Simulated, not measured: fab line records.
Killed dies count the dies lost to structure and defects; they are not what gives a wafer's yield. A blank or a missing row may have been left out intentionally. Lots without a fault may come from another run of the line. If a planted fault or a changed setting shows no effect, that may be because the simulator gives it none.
The tool behind it: which one? || flow rit-cmos || 14 lots, 42 wafers sampled, at 2 steps of a route of 202

## WHAT THE GAUGES SHOWED, per wafer
RIT_GATE_THK_MEAS_09. Usual: GATE_POLY_THK gives 251.2 nm (standard deviation 2.1).
{"lot": "L148", "measured": "day 2 11:10", "on": "film-metro-01", "GATE_POLY_THK (nm)": "252.5 251.9 252.6", "flag": ""}
{"lot": "L149", "measured": "day 2 18:52", "on": "film-metro-01", "GATE_POLY_THK (nm)": "251.4 252.8 252.6", "flag": ""}
{"lot": "L150", "measured": "day 2 21:49", "on": "film-metro-01", "GATE_POLY_THK (nm)": "250.2 252.8 250.5", "flag": ""}
{"lot": "L151", "measured": "day 3 04:01", "on": "film-metro-02", "GATE_POLY_THK (nm)": "246.2 245.0 248.9", "flag": ""}
{"lot": "L153", "measured": "day 3 15:50", "on": "film-metro-01", "GATE_POLY_THK (nm)": "251.0 250.2 249.5", "flag": ""}
{"lot": "L154", "measured": "day 3 19:06", "on": "film-metro-02", "GATE_POLY_THK (nm)": "251.5 254.9 255.2", "flag": ""}
{"lot": "L156", "measured": "day 4 05:58", "on": "film-metro-02", "GATE_POLY_THK (nm)": "248.2 249.1 250.1", "flag": ""}
{"lot": "L157", "measured": "day 4 11:03", "on": "film-metro-02", "GATE_POLY_THK (nm)": "249.3 249.2 247.8", "flag": ""}
{"lot": "L158", "measured": "day 4 14:05", "on": "film-metro-02", "GATE_POLY_THK (nm)": "250.7 251.0 249.9", "flag": ""}
{"lot": "L159", "measured": "day 4 18:36", "on": "film-metro-01", "GATE_POLY_THK (nm)": "251.7 251.1 250.8", "flag": ""}
{"lot": "L160", "measured": "day 4 22:50", "on": "film-metro-02", "GATE_POLY_THK (nm)": "250.8 250.2 247.5", "flag": ""}
{"lot": "L161", "measured": "day 5 05:36", "on": "film-metro-02", "GATE_POLY_THK (nm)": "251.4 254.5 252.2", "flag": ""}
{"lot": "L164", "measured": "day 5 18:59", "on": "film-metro-02", "GATE_POLY_THK (nm)": "413.7 416.6 416.0", "flag": "OFF"}
{"lot": "L168", "measured": "day 6 16:25", "on": "film-metro-02", "GATE_POLY_THK (nm)": "413.8 413.1 412.2", "flag": "OFF"}

## TOOL THAT RAN EACH LOT (tool first, then ch and the chambers of the sampled wafers, then the start)
{"lot": "L148", "RIT_GATE_CVD_08": "lpcvd-02 ch 1, day 2 09:32"}
{"lot": "L149", "RIT_GATE_CVD_08": "lpcvd-02 ch 1, day 2 17:15"}
{"lot": "L150", "RIT_GATE_CVD_08": "lpcvd-01 ch 0, day 2 20:12"}
{"lot": "L151", "RIT_GATE_CVD_08": "lpcvd-01 ch 0, day 3 02:23"}
{"lot": "L153", "RIT_GATE_CVD_08": "lpcvd-02 ch 0, day 3 13:25"}
{"lot": "L154", "RIT_GATE_CVD_08": "lpcvd-02 ch 1, day 3 16:41"}
{"lot": "L156", "RIT_GATE_CVD_08": "lpcvd-01 ch 0, day 4 04:20"}
{"lot": "L157", "RIT_GATE_CVD_08": "lpcvd-01 ch 0, day 4 09:25"}
{"lot": "L158", "RIT_GATE_CVD_08": "lpcvd-02 ch 0, day 4 12:28"}
{"lot": "L159", "RIT_GATE_CVD_08": "lpcvd-01 ch 1, day 4 16:57"}
{"lot": "L160", "RIT_GATE_CVD_08": "lpcvd-02 ch 1, day 4 21:12"}
{"lot": "L161", "RIT_GATE_CVD_08": "lpcvd-02 ch 1, day 5 03:57"}
{"lot": "L164", "RIT_GATE_CVD_08": "lpcvd-02 ch 1, day 5 17:22"}
{"lot": "L168", "RIT_GATE_CVD_08": "lpcvd-02 ch 1, day 6 13:59"}
- RIT_GATE_CVD_08: deposits poly-Si from SiH4, target thk 250 nm, time 2220 s.

## AS READ BY THE TOOLS THEMSELVES (means over the sampled wafers that have a number; for cases with no such wafer, the mark the record gives instead)
RIT_GATE_CVD_08. Usual: 609.97 C for susceptor-temp-C, sd 0.27.
{"lot": "L148", "tool": "lpcvd-02", "susceptor-temp-C (C)": 610.11, "flag": ""}
{"lot": "L149", "tool": "lpcvd-02", "susceptor-temp-C (C)": 610.01, "flag": ""}
{"lot": "L150", "tool": "lpcvd-01", "susceptor-temp-C (C)": 610.15, "flag": ""}
{"lot": "L151", "tool": "lpcvd-01", "susceptor-temp-C (C)": 609.83, "flag": ""}
{"lot": "L153", "tool": "lpcvd-02", "susceptor-temp-C (C)": 609.83, "flag": ""}
{"lot": "L154", "tool": "lpcvd-02", "susceptor-temp-C (C)": 609.91, "flag": ""}
{"lot": "L156", "tool": "lpcvd-01", "susceptor-temp-C (C)": 609.94, "flag": ""}
{"lot": "L157", "tool": "lpcvd-01", "susceptor-temp-C (C)": 609.76, "flag": ""}
{"lot": "L158", "tool": "lpcvd-02", "susceptor-temp-C (C)": 610.15, "flag": ""}
{"lot": "L159", "tool": "lpcvd-01", "susceptor-temp-C (C)": 609.77, "flag": ""}
{"lot": "L160", "tool": "lpcvd-02", "susceptor-temp-C (C)": 609.92, "flag": ""}
{"lot": "L161", "tool": "lpcvd-02", "susceptor-temp-C (C)": 609.73, "flag": ""}
{"lot": "L164", "tool": "lpcvd-02", "susceptor-temp-C (C)": 610.16, "flag": ""}
{"lot": "L168", "tool": "lpcvd-02", "susceptor-temp-C (C)": 609.61, "flag": ""}

## THE ANSWER, worked out from the rows above alone
Rule: take the mean of a lot's wafers that have a number; if it is more than 3 standard deviations from the usual mean, the lot is off. Also off: a lot with no number at a reading for which 4 or more lots have one. Where the step has rows for the other lots, those lots are counted as sound. Order of review: gauges by route order, followed by the tools' own readings, for which a lot's mean as printed above is used. At the first step where some lot is off, the reading lying furthest off is the one used; lots without a number count as furthest.
Off: at RIT_GATE_THK_MEAS_09 (GATE_POLY_THK), L164, L168.
A tool fits if, at a process step before that reading, it ran every lot that is off, and no sound lot after the first of them. The gauges at RIT_GATE_THK_MEAS_09 are tried like those tools. Undecided on this evidence; 2 tools fit (lpcvd-02 at RIT_GATE_CVD_08, film-metro-02 at RIT_GATE_THK_MEAS_09).

## WHAT WAS PUT IN BY THE SIMULATOR
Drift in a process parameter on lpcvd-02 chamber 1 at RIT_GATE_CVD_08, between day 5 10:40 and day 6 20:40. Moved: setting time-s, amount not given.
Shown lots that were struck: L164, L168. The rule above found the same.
